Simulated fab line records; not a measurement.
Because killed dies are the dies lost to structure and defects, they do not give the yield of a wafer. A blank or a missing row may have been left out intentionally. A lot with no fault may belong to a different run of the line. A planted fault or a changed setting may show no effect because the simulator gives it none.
fab line records + flow rit-cmos
record
- lots=15
- wafers=45
- last-day=8
route steps=202 shown NRETRO@62 M1@202
lots that met no fault: from a run of the same line without faults
start-h: hours from the record's opening day to when the first of the lot's shown wafers began + wait-h: hours since the lot's step before + " the same as in the row above + L1.1+2: a row that stands for several wafers + - no value present, or no start provided + * or withheld: withheld + < > ~ a bound
route shown NAME@n: names a module that has steps shown in the file, with the first one's number in the route + usual: the fault-free wafers' mean and standard deviation + same: alike in all rows + chamber/n: place in a boat + sites: readings site by site + _std_site: their standard deviation + _edge_site: mean of outer sites minus mean of inner sites + radius-mm: for every site, how far away it sits from the centre of the wafer + mask NAME#n: copy n + behind: the tool/chamber that last shaped the wafer + hold: why the lot went on hold/how many hours it stayed there/how the hold came to an end + device: which transistor (n, p or np) failed to switch + end of line: the route-end tests of the same wafers + a step with no rows: only its recipe + killed: count of dies lost to structure and defects at first sort (not the wafer's yield) + map: the dies of a wafer, with x for killed, . for not killed, _ for no die there
set.NAME: the setting as run; set.NAME@STEP: as run at that earlier step + model.NAME: the simulator's own value behind a step, which no gauge read
one table for each step of the route and one row for each wafer, over a sample of lots
services: when a tool's chamber went out of use (start-h, in hours from the record's first day, below 0 if earlier), for how many hours, and the reason
## steps
# step RIT_NRETRO_STRIP_09
# recipe
- chemistry=O2
- time-s=180
- resist=NOVOLAK
- platen-temp-c=withheld
- power-w=500
- pressure-mtorr=4000
- o2-flow-sccm=4000
# usual
- drypump-motor-current-A=5.69/0.3
- o2-flow-sccm=4002/9.9
- rf-refl-power-W=6.2/1.7
| lot.wafer | tool            | chamber | start-h | wait-h | drypump-motor-current-A | o2-flow-sccm | rf-hours-counter-h | rf-refl-power-W |
|-----------|-----------------|---------|---------|--------|-------------------------|--------------|--------------------|-----------------|
| L130.3    | plasma-asher-02 | 0       | 32.48   | 0.1    | 5.10                    | 4004         | -                  | 6.3             |
| L130.5    | "               | 1       | "       | "      | 5.66                    | 3999         | -                  | 8.1             |
| L130.6    | "               | 0       | "       | "      | 5.09                    | 3994         | -                  | 6.3             |
| L131.2    | plasma-asher-01 | 1       | 37.58   | 0.1    | 6.09                    | 4011         | 38                 | 5.3             |
| L131.4    | "               | 1       | "       | "      | 6.06                    | 4015         | -                  | 5.5             |
| L131.6    | "               | 1       | "       | "      | 6.08                    | 3998         | -                  | 5.4             |
| L132.3    | plasma-asher-01 | 1       | 40.63   | 0.1    | 6.09                    | 4001         | -                  | 5.3             |
| L132.5    | "               | 1       | "       | "      | 6.08                    | 3991         | -                  | 5.3             |
| L132.6    | "               | 0       | "       | "      | 5.55                    | 4008         | -                  | 5.9             |
| L133.3    | plasma-asher-02 | 0       | 46.22   | 0.1    | 5.12                    | 4001         | -                  | 6.1             |
| L133.4    | "               | 1       | "       | "      | 5.68                    | 4008         | -                  | 8.1             |
| L133.6    | "               | 0       | "       | "      | 5.12                    | 3998         | -                  | 6.4             |
| L134.1    | plasma-asher-01 | 1       | 52.62   | 0.1    | 6.07                    | 4013         | 41                 | 5.3             |
| L134.2    | "               | 0       | "       | "      | 5.55                    | 4016         | 41                 | 5.8             |
| L134.3    | "               | 0       | "       | "      | 5.56                    | 4018         | -                  | 5.9             |
| L136.2    | plasma-asher-04 | 1       | 64.10   | 0.1    | 5.68                    | 3997         | 43                 | 3.9             |
| L136.3    | "               | 1       | "       | "      | 5.67                    | 3986         | -                  | 3.8             |
| L136.4    | "               | 0       | "       | "      | 5.91                    | 4020         | -                  | 8.3             |
| L137.2    | plasma-asher-01 | 1       | 69.66   | 0.1    | 6.05                    | 4003         | 42                 | 5.3             |
| L137.3    | "               | 1       | "       | "      | 6.07                    | 4004         | -                  | 5.4             |
| L137.6    | "               | 0       | "       | "      | 5.57                    | 3999         | -                  | 5.9             |
| L139.3    | plasma-asher-01 | 1       | 83.07   | 0.1    | 6.11                    | 4001         | -                  | 5.5             |
| L139.5    | "               | 1       | "       | "      | 6.07                    | 4004         | -                  | 5.5             |
| L139.6    | "               | 0       | "       | "      | 5.55                    | 4003         | -                  | 5.7             |
| L141.3    | plasma-asher-01 | 0       | 91.34   | 0.1    | 5.54                    | 3988         | -                  | 6.4             |
| L141.5    | "               | 0       | "       | "      | 5.54                    | 3994         | -                  | 5.9             |
| L141.6    | "               | 1       | "       | "      | 6.06                    | 4000         | -                  | 5.3             |
| L145.2    | plasma-asher-02 | 1       | 106.77  | 0.1    | 5.71                    | 4009         | 30                 | 8.3             |
| L145.3    | "               | 0       | "       | "      | 5.12                    | 3990         | -                  | 6.2             |
| L145.5    | "               | 1       | "       | "      | 5.69                    | 4008         | -                  | 8.5             |
| L147.3    | plasma-asher-02 | 1       | 119.55  | 0.1    | 5.71                    | 4008         | -                  | 8.2             |
| L147.5    | "               | 0       | "       | "      | 5.12                    | 3976         | -                  | 6.2             |
| L147.6    | "               | 1       | "       | "      | 5.70                    | 3998         | -                  | 8.1             |
| L149.3    | plasma-asher-02 | 0       | 126.06  | 0.1    | 5.12                    | 3988         | -                  | 6.1             |
| L149.4    | "               | 1       | "       | "      | 5.68                    | 4006         | -                  | 8.3             |
| L149.6    | "               | 0       | "       | "      | 5.13                    | 3989         | -                  | 6.3             |
| L150.1    | plasma-asher-02 | 0       | 132.12  | 0.1    | 5.10                    | 3985         | 34                 | 6.2             |
| L150.2    | "               | 1       | "       | "      | 5.74                    | 4001         | 34                 | 8.4             |
| L150.4    | "               | 0       | "       | "      | 5.13                    | 3992         | -                  | 6.2             |
| L152.1    | plasma-asher-04 | 1       | 141.60  | 0.1    | 5.66                    | 4001         | 51                 | 3.5             |
| L152.5    | "               | 1       | "       | "      | 5.67                    | 4001         | -                  | 3.3             |
| L152.6    | "               | 0       | "       | "      | 5.91                    | 4012         | -                  | 8.2             |
| L153.1    | plasma-asher-04 | 0       | 148.37  | 0.1    | 5.92                    | 4008         | 52                 | 8.2             |
| L153.2    | "               | 1       | "       | "      | 5.69                    | 3998         | 52                 | 3.4             |
| L153.6    | "               | 0       | "       | "      | 5.92                    | 3986         | -                  | 8.6             |
# step RIT_M1_PROBE_99
# usual
- killed_at_M0_to_M3=0.0/0.12
- killed-at-contacts=0.1/0.23
- killed-at-front-end=6/3.1
- killed-dies=6/3.1
- killed-on-rim=1.7/1.3
- killed-open=3.2/1.9
- killed-short=3.2/2.1
# same
- gross-dies=264
- killed_at_M4_up=0
- killed-at-back-side=0
- killed-at-other=0
| lot.wafer | tool      | chamber | start-h | wait-h | killed_at_M0_to_M3 | killed-at-contacts | killed-at-front-end | killed-dies | killed-on-rim | killed-open | killed-short |
|-----------|-----------|---------|---------|--------|--------------------|--------------------|---------------------|-------------|---------------|-------------|--------------|
| L130.3    | prober-02 | -       | 61.71   | 0.2    | 0                  | 0                  | 3                   | 3           | 1             | 2           | 1            |
| L130.5    | prober-02 | -       | 61.81   | 0.2    | 0                  | 0                  | 6                   | 6           | 1             | 4           | 2            |
| L130.6    | prober-02 | -       | 61.86   | 0.2    | 0                  | 0                  | 16                  | 16          | 6             | 9           | 7            |
| L131.2    | prober-01 | -       | 66.70   | 0.1    | 0                  | 0                  | 2                   | 2           | 0             | 2           | 0            |
| L131.4    | prober-01 | -       | 66.80   | 0.2    | 0                  | 0                  | 7                   | 7           | 2             | 4           | 3            |
| L131.6    | prober-01 | -       | 66.90   | 0.2    | 0                  | 0                  | 8                   | 8           | 2             | 3           | 5            |
| L132.3    | prober-02 | -       | 68.79   | 0.2    | 0                  | 0                  | 15                  | 15          | 6             | 6           | 9            |
| L132.5    | prober-02 | -       | 68.89   | 0.2    | 0                  | 0                  | 5                   | 5           | 2             | 3           | 2            |
| L132.6    | prober-02 | -       | 68.94   | 0.2    | 0                  | 0                  | 3                   | 3           | 1             | 0           | 3            |
| L133.3    | prober-01 | -       | 80.30   | 0.2    | 0                  | 0                  | 6                   | 6           | 2             | 6           | 0            |
| L133.4    | prober-01 | -       | 80.35   | 0.2    | 0                  | 0                  | 8                   | 8           | 4             | 4           | 4            |
| L133.6    | prober-01 | -       | 80.45   | 0.2    | 0                  | 0                  | 7                   | 7           | 1             | 3           | 4            |
| L134.1    | prober-02 | -       | 86.17   | 0.1    | 0                  | 0                  | 5                   | 5           | 1             | 3           | 2            |
| L134.2    | prober-02 | -       | 86.22   | 0.1    | 0                  | 0                  | 6                   | 6           | 1             | 2           | 4            |
| L134.3    | prober-02 | -       | 86.27   | 0.2    | 0                  | 0                  | 3                   | 3           | 1             | 0           | 3            |
| L136.2    | prober-01 | -       | 93.86   | 0.1    | 0                  | 0                  | 6                   | 6           | 2             | 3           | 3            |
| L136.3    | prober-01 | -       | 93.91   | 0.2    | 0                  | 0                  | 1                   | 1           | 0             | 1           | 0            |
| L136.4    | prober-01 | -       | 93.96   | 0.2    | 0                  | 0                  | 7                   | 7           | 0             | 3           | 4            |
| L137.2    | prober-01 | -       | 101.34  | 0.1    | 1                  | 0                  | 21                  | 22          | 11            | 3           | 5            |
| L137.3    | prober-01 | -       | 101.39  | 0.2    | 0                  | 0                  | 21                  | 21          | 9             | 4           | 4            |
| L137.6    | prober-01 | -       | 101.54  | 0.2    | 0                  | 0                  | 24                  | 24          | 10            | 5           | 4            |
| L139.3    | prober-01 | -       | 111.66  | 0.2    | 0                  | 0                  | 15                  | 15          | 9             | 1           | 1            |
| L139.5    | prober-01 | -       | 111.76  | 0.2    | 0                  | 0                  | 19                  | 19          | 10            | 2           | 2            |
| L139.6    | prober-01 | -       | 111.81  | 0.2    | 0                  | 0                  | 14                  | 14          | 8             | 0           | 3            |
| L141.3    | prober-01 | -       | 123.03  | 0.2    | 0                  | 0                  | 18                  | 18          | 10            | 4           | 0            |
| L141.5    | prober-01 | -       | 123.13  | 0.2    | 0                  | 0                  | 22                  | 22          | 11            | 5           | 4            |
| L141.6    | prober-01 | -       | 123.18  | 0.2    | 0                  | 0                  | 21                  | 21          | 9             | 3           | 2            |
| L145.2    | prober-02 | -       | 159.09  | 0.3    | 0                  | 0                  | 4                   | 4           | 1             | 3           | 1            |
| L145.3    | prober-02 | -       | 159.14  | 0.3    | 0                  | 0                  | 8                   | 8           | 5             | 5           | 3            |
| L145.5    | prober-02 | -       | 159.24  | 0.4    | 0                  | 1                  | 6                   | 7           | 1             | 2           | 5            |
| L147.3    | prober-01 | -       | 159.14  | 0.4    | 0                  | 0                  | 4                   | 4           | 0             | 2           | 2            |
| L147.5    | prober-01 | -       | 159.24  | 0.5    | 0                  | 0                  | 7                   | 7           | 1             | 2           | 5            |
| L147.6    | prober-01 | -       | 159.29  | 0.5    | 0                  | 0                  | 7                   | 7           | 1             | 3           | 4            |
| L149.3    | prober-02 | -       | 159.44  | 0.6    | 0                  | 0                  | 11                  | 11          | 2             | 4           | 7            |
| L149.4    | prober-02 | -       | 159.49  | 0.6    | 0                  | 0                  | 8                   | 8           | 1             | 1           | 7            |
| L149.6    | prober-02 | -       | 159.59  | 0.7    | 0                  | 0                  | 13                  | 13          | 1             | 7           | 6            |
| L150.1    | prober-02 | -       | 166.78  | 0.1    | 0                  | 0                  | 9                   | 9           | 4             | 5           | 4            |
| L150.2    | prober-02 | -       | 166.83  | 0.1    | 0                  | 0                  | 19                  | 19          | 4             | 10          | 9            |
| L150.4    | prober-02 | -       | 166.93  | 0.2    | 0                  | 0                  | 8                   | 8           | 1             | 4           | 4            |
| L152.1    | prober-02 | -       | 176.66  | 0.1    | 0                  | 0                  | 6                   | 6           | 1             | 4           | 2            |
| L152.5    | prober-02 | -       | 176.86  | 0.2    | 0                  | 0                  | 4                   | 4           | 1             | 2           | 2            |
| L152.6    | prober-02 | -       | 176.91  | 0.2    | 0                  | 0                  | 4                   | 4           | 2             | 1           | 3            |
| L153.1    | prober-02 | -       | 188.79  | 0.1    | 0                  | 0                  | 4                   | 4           | 0             | 2           | 2            |
| L153.2    | prober-02 | -       | 188.84  | 0.1    | 0                  | 0                  | 5                   | 5           | 1             | 2           | 3            |
| L153.6    | prober-02 | -       | 189.04  | 0.2    | 0                  | 0                  | 5                   | 5           | 2             | 4           | 1            |
# killed by level:class
L130.3 GATE:geometric-particle:open=1 GATE:geometric-particle:short=1 SILICIDE:geometric-particle:open=1
L130.5 SPACER:geometric-particle:open=3 FOX1:geometric-particle:short=1 GATE:geometric-particle:short=1 SILICIDE:geometric-particle:open=1
L130.6 GATE:geometric-particle:open=4 GATE:geometric-particle:short=3 REOX:geometric-particle:short=2 REOX:geometric-particle:open=2 SPACER:geometric-particle:open=2 SILICIDE:geometric-particle:short=2 SILICIDE:geometric-particle:open=1
L131.2 GATE:geometric-particle:open=2
L131.4 SPACER:geometric-particle:open=2 FOX2:geometric-particle:open=1 GATE:geometric-particle:short=1 REOX:geometric-particle:open=1 SPACER:geometric-particle:short=1 SILICIDE:geometric-particle:short=1
L131.6 FOX2:geometric-particle:short=3 GATE:geometric-particle:open=2 GATE:geometric-particle:short=2 FOX2:geometric-particle:open=1
L132.3 REOX:geometric-particle:short=4 GATE:geometric-particle:short=3 REOX:geometric-particle:open=2 SPACER:geometric-particle:open=2 SPACER:geometric-particle:short=2 FOX1:geometric-particle:open=1 GATE:geometric-particle:open=1
L132.5 FOX1:geometric-particle:open=1 FOX2:geometric-particle:short=1 GATE:geometric-particle:short=1 REOX:geometric-particle:open=1 SPACER:geometric-particle:open=1
L132.6 FOX1:geometric-particle:short=1 GATE:geometric-particle:short=1 SILICIDE:geometric-particle:short=1
L133.3 GATE:geometric-particle:open=4 FOX2:geometric-particle:open=1 SPACER:geometric-particle:open=1
L133.4 GATE:geometric-particle:short=2 ACTIVE:geometric-particle:open=1 FOX2:geometric-particle:short=1 FOX2:geometric-particle:open=1 GATE:geometric-particle:open=1 REOX:geometric-particle:open=1 SPACER:geometric-particle:short=1
L133.6 GATE:geometric-particle:short=2 GATE:geometric-particle:open=2 FOX2:geometric-particle:short=1 SPACER:geometric-particle:short=1 SPACER:geometric-particle:open=1
L134.1 GATE:geometric-particle:short=2 GATE:geometric-particle:open=2 REOX:geometric-particle:open=1
L134.2 REOX:geometric-particle:open=2 GATE:geometric-particle:short=1 REOX:geometric-particle:short=1 SPACER:geometric-particle:short=1 SILICIDE:geometric-particle:short=1
L134.3 FOX1:geometric-particle:short=1 GATE:geometric-particle:short=1 SILICIDE:geometric-particle:short=1
L136.2 FOX1:geometric-particle:short=2 FOX1:geometric-particle:open=1 GATE:geometric-particle:short=1 GATE:geometric-particle:open=1 SILICIDE:geometric-particle:open=1
L136.3 SPACER:geometric-particle:open=1
L136.4 FOX1:geometric-particle:short=2 REOX:geometric-particle:open=2 SPACER:geometric-particle:short=2 FOX1:geometric-particle:open=1
L137.2 NRETRO:unspecified=14 GATE:geometric-particle:open=3 GATE:geometric-particle:short=3 FOX1:geometric-particle:short=1 M1:geometric-particle:short=1
L137.3 NRETRO:unspecified=13 GATE:geometric-particle:open=2 GATE:geometric-particle:short=2 FOX2:geometric-particle:open=1 SPACER:geometric-particle:open=1 SPACER:geometric-particle:short=1 SILICIDE:geometric-particle:short=1
L137.6 NRETRO:unspecified=15 GATE:geometric-particle:short=4 FOX2:geometric-particle:open=2 GATE:geometric-particle:open=2 FOX1:geometric-particle:open=1
L139.3 NRETRO:unspecified=13 GATE:geometric-particle:open=1 SILICIDE:geometric-particle:short=1
L139.5 NRETRO:unspecified=15 FOX1:geometric-particle:open=1 FOX2:geometric-particle:open=1 SPACER:geometric-particle:short=1 SILICIDE:geometric-particle:short=1
L139.6 NRETRO:unspecified=11 GATE:geometric-particle:short=1 SPACER:geometric-particle:short=1 SILICIDE:geometric-particle:short=1
L141.3 NRETRO:unspecified=14 FOX1:geometric-particle:open=2 REOX:geometric-particle:open=2
L141.5 NRETRO:unspecified=12 GATE:geometric-particle:open=3 ACTIVE:geometric-particle:short=1 FOX2:geometric-particle:open=1 FOX2:geometric-particle:short=1 GATE:geometric-particle:short=1 REOX:geometric-particle:open=1 REOX:geometric-particle:short=1
L141.6 NRETRO:unspecified=16 GATE:geometric-particle:open=3 GATE:geometric-particle:short=1 REOX:geometric-particle:short=1
L145.2 GATE:geometric-particle:open=1 GATE:geometric-particle:short=1 REOX:geometric-particle:open=1 SPACER:geometric-particle:open=1
L145.3 GATE:geometric-particle:open=4 FOX1:geometric-particle:open=1 FOX2:geometric-particle:short=1 REOX:geometric-particle:short=1 SILICIDE:geometric-particle:short=1
L147.3 GATE:geometric-particle:short=2 FOX1:geometric-particle:open=1 GATE:geometric-particle:open=1
L145.5 FOX2:geometric-particle:short=2 GATE:geometric-particle:short=2 GATE:geometric-particle:open=1 SPACER:geometric-particle:short=1 CONTACT:geometric-particle:open=1
L147.5 FOX1:geometric-particle:short=2 GATE:geometric-particle:short=1 GATE:geometric-particle:open=1 REOX:geometric-particle:short=1 SPACER:geometric-particle:open=1 SPACER:geometric-particle:short=1
L147.6 SILICIDE:geometric-particle:short=3 FOX1:geometric-particle:open=1 FOX2:geometric-particle:short=1 GATE:geometric-particle:open=1 SILICIDE:geometric-particle:open=1
L149.3 GATE:geometric-particle:short=4 FOX1:geometric-particle:short=3 GATE:geometric-particle:open=3 FOX1:geometric-particle:open=1
L149.4 GATE:geometric-particle:short=4 REOX:geometric-particle:short=2 REOX:geometric-particle:open=1 SPACER:geometric-particle:short=1
L149.6 GATE:geometric-particle:open=5 FOX1:geometric-particle:short=3 GATE:geometric-particle:short=3 REOX:geometric-particle:open=2
L150.1 GATE:geometric-particle:short=2 SILICIDE:geometric-particle:open=2 FOX1:geometric-particle:short=1 FOX1:geometric-particle:open=1 GATE:geometric-particle:open=1 SPACER:geometric-particle:open=1 SILICIDE:geometric-particle:short=1
L150.2 GATE:geometric-particle:short=6 REOX:geometric-particle:open=4 GATE:geometric-particle:open=3 FOX1:geometric-particle:short=2 FOX1:geometric-particle:open=2 FOX2:geometric-particle:open=1 SPACER:geometric-particle:short=1
L150.4 GATE:geometric-particle:open=3 GATE:geometric-particle:short=2 REOX:geometric-particle:short=1 SPACER:geometric-particle:short=1 SPACER:geometric-particle:open=1
L152.1 SILICIDE:geometric-particle:open=2 GATE:geometric-particle:short=1 GATE:geometric-particle:open=1 REOX:geometric-particle:open=1 REOX:geometric-particle:short=1
L152.5 ACTIVE:geometric-particle:open=1 GATE:geometric-particle:short=1 SILICIDE:geometric-particle:short=1 SILICIDE:geometric-particle:open=1
L152.6 SILICIDE:geometric-particle:short=3 GATE:geometric-particle:open=1
L153.1 FOX2:geometric-particle:open=1 GATE:geometric-particle:short=1 SPACER:geometric-particle:short=1 SPACER:geometric-particle:open=1
L153.2 GATE:geometric-particle:short=3 FOX2:geometric-particle:open=1 GATE:geometric-particle:open=1
L153.6 GATE:geometric-particle:open=3 GATE:geometric-particle:short=1 SPACER:geometric-particle:open=1
## services
| tool            | chamber | start-h | hours | kind   |
|-----------------|---------|---------|-------|--------|
| plasma-asher-02 | -       | 48.76   | 7.4   | repair |
| plasma-asher-02 | -       | 97.46   | 1.3   | repair |
| plasma-asher-04 | -       | 125.17  | 1.5   | repair |
## key
first-sign
- step=RIT_M1_PROBE_99
- reading=killed-dies
- direction=up
- sigmas=4.2
- usual=6
- struck=20
effect
- step=RIT_M1_PROBE_99
- reading=killed-at-front-end
- direction=up
- sigmas=4.2
- usual=6
- struck=19
met-at RIT_NRETRO_STRIP_09
struck-lots L137,L139,L141
tester-left-out L137,L139,L141
onset-between 52.62 69.66
fault
- kind=chamber-particle-source
- tool=plasma-asher-01
- chamber=-
- onset-h=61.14
- steps=RIT_NRETRO_STRIP_09
- rate-per-visit-cm2=1.8835
- end-h=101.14
# tester-left-out: of these lots the tester's yield and bins aren't shown, on N5 and GAA mostly nor the transistor test; their killed dies are dies lost to structure and defects alone, not to doping, threshold or leakage, so they don't give the yield
